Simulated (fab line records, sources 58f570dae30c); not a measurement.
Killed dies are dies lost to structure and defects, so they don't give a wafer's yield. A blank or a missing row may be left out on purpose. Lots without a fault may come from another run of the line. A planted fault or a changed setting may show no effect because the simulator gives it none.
Which tool did it? | flow berkeley_cmos170 | 14 lots, 42 wafers sampled, at 4 steps of a route of 331

WHAT THE GAUGES READ, wafer by wafer
UCB170_M1_RS_MEAS_01: measures by four-point-probe.
lot  | measured     | on            | M1_AL_RS (ohm/sq)
L796 | day 7 16:12  | film_metro-01 | 0.0482 0.0486 0.0485
L793 | day 7 18:02  | film_metro-04 | 0.0479 0.0482 0.0479
L797 | day 7 23:52  | film_metro-02 | 0.0492 0.0493 0.0498
L798 | day 8 00:06  | film_metro-01 | 0.0476 0.0488 0.0495
L800 | day 8 17:28  | film_metro-04 | 0.0488 0.0485 0.0485
L799 | day 8 18:12  | film_metro-02 | 0.0485 0.0490 0.0481
L801 | day 8 23:40  | film_metro-04 | 0.0481 0.0482 0.0481
L804 | day 9 19:08  | film_metro-04 | 0.0500 0.0488 0.0488
L805 | day 9 19:25  | film_metro-02 | 0.0491 0.0495 0.0497
L806 | day 9 23:30  | film_metro-04 | 0.0483 0.0485 0.0487
L807 | day 10 13:35 | film_metro-04 | 0.0489 0.0485 0.0486
L814 | day 11 15:47 | film_metro-04 | 0.0484 0.0493 0.0482
L815 | day 12 00:58 | film_metro-02 | 0.0491 0.0483 0.0485
L816 | day 12 02:13 | film_metro-01 | 0.0475 0.0484 0.0478

UCB170_M1_THK_MEAS_02: measures by xrf.
lot  | measured     | on            | M1_AL_THK (nm)
L796 | day 7 16:19  | film_metro-01 | 608 603 603
L793 | day 7 18:08  | film_metro-04 | 606 605 607
L797 | day 7 23:59  | film_metro-02 | 591 585 583
L798 | day 8 00:12  | film_metro-01 | 613 603 594
L800 | day 8 17:35  | film_metro-04 | 597 597 597
L799 | day 8 18:17  | film_metro-02 | 600 594 604
L801 | day 8 23:47  | film_metro-04 | 604 606 605
L804 | day 9 19:16  | film_metro-04 | 581 597 597
L805 | day 9 19:32  | film_metro-02 | 598 593 585
L806 | day 9 23:37  | film_metro-04 | 606 600 598
L807 | day 10 13:41 | film_metro-04 | 593 598 597
L814 | day 11 15:54 | film_metro-04 | 603 590 603
L815 | day 12 01:05 | film_metro-02 | 596 604 599
L816 | day 12 02:20 | film_metro-01 | 621 607 614

UCB170_V2_BOW_MEAS_03.
lot  | measured     | on            | V2_BOW (um)
L796 | day 8 04:22  | film_metro-02 | 49 41 29
L793 | day 8 04:43  | film_metro-03 | 32 44 28
L797 | day 8 12:02  | film_metro-03 | 34 31 27
L798 | day 8 12:20  | film_metro-04 | 42 40 29
L800 | day 9 06:16  | film_metro-02 | 48 41 34
L799 | day 9 06:05  | film_metro-04 | 25 30 40
L801 | day 9 12:16  | film_metro-03 | 39 32 29
L804 | day 10 07:31 | film_metro-02 | 30 28 36
L805 | day 10 07:23 | film_metro-03 | 28 41 29
L806 | day 10 14:34 | film_metro-03 | 46 36 47
L807 | day 11 06:12 | film_metro-02 | 51 29 41
L814 | day 12 05:32 | film_metro-02 | 34 41 35
L815 | day 12 12:56 | film_metro-04 | 43 38 31
L816 | day 12 15:48 | film_metro-03 | 55 36 26

WHICH TOOL RAN EACH LOT (tool, then ch and the chambers of the sampled wafers, then the start)
lot  | UCB170_M2_SOFTBAKE_11
L796 | litho_track-01 ch 0, day 8 02:00
L793 | litho_track-04 ch 0, day 8 02:00
L797 | litho_track-02 ch 0, day 8 10:00
L798 | litho_track-01 ch 0, day 8 10:00
L800 | litho_track-02 ch 0, day 9 04:00
L799 | litho_track-01 ch 0, day 9 04:00
L801 | litho_track-02 ch 0, day 9 10:00
L804 | litho_track-01 ch 0, day 10 05:00
L805 | litho_track-02 ch 0, day 10 05:00
L806 | litho_track-04 ch 0, day 10 12:00
L807 | litho_track-01 ch 0, day 11 03:00
L814 | litho_track-02 ch 0, day 12 03:00
L815 | litho_track-02 ch 0, day 12 10:00
L816 | litho_track-02 ch 0, day 12 14:00
- UCB170_M2_SOFTBAKE_11: time 60 s.

WHAT THE TOOLS THEMSELVES READ (means of the sampled wafers that have a number; where no wafer has one, the mark that the record gives instead)
UCB170_M2_SOFTBAKE_11.
lot  | tool           | plate_temp_C (C) | run_length_s (s)
L796 | litho_track-01 | 129.83           | 89.28
L793 | litho_track-04 | 130.08           | 89.20
L797 | litho_track-02 | 129.78           | 89.21
L798 | litho_track-01 | 130.12           | 89.30
L800 | litho_track-02 | 130.08           | 89.26
L799 | litho_track-01 | 130.02           | 89.29
L801 | litho_track-02 | 130.02           | 89.20
L804 | litho_track-01 | 130.13           | 93.03
L805 | litho_track-02 | 130.19           | 89.19
L806 | litho_track-04 | 129.93           | 89.12
L807 | litho_track-01 | 129.89           | 92.89
L814 | litho_track-02 | 130.17           | 89.34
L815 | litho_track-02 | 130.11           | 89.18
L816 | litho_track-02 | 129.96           | 89.37

THE ANSWER, worked out from the rows above alone
Rule: what is usual is taken from the lots themselves. Put in order of their means at a reading, lots are off if they are a third of the lots or fewer, leave a main group of 4 or more, and stand apart from it by a gap of 3 or more times the standard deviation of the main group's means; of several such gaps the widest counts. A main group whose means are all the same, to the digits that the tables above print for the reading, isn't used. A lot without any number at a reading at which 4 lots or more have one is off too. The other lots that the step has rows for count as sound. The gauges are gone through in route order, then the tools' own readings, and for those a lot's mean is taken as printed above. The first step at which some lot is off is used, and at that step the reading that is off furthest; a lot without a number counts as furthest.
Off: L804, L807, at UCB170_M2_SOFTBAKE_11 (run_length_s). The main group: mean 89.25 s, standard deviation 0.07.
A tool fits if, at that step or a process step before it, it ran every lot that is off, and no sound lot after the first of them. One fits: litho_track-01 at UCB170_M2_SOFTBAKE_11. Its last sound lot is L799 (day 9 04:00), its first lot that is off L804 (day 10 05:00): a fault that began between those two fits.
The tool's own readings at UCB170_M2_SOFTBAKE_11 bear it out: on the lots that are off they differ by more than 5 times the standard deviation of the sound lots' means. run_length_s reads 92.96 s there against 89.25 s on the sound lots.

WHAT THE SIMULATOR HAD PUT IN
Process parameter drift: litho_track-01, from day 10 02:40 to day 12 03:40, at UCB170_M2_SOFTBAKE_11. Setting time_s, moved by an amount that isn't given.
Lots struck among those shown: L804, L807. The rule above found the same.
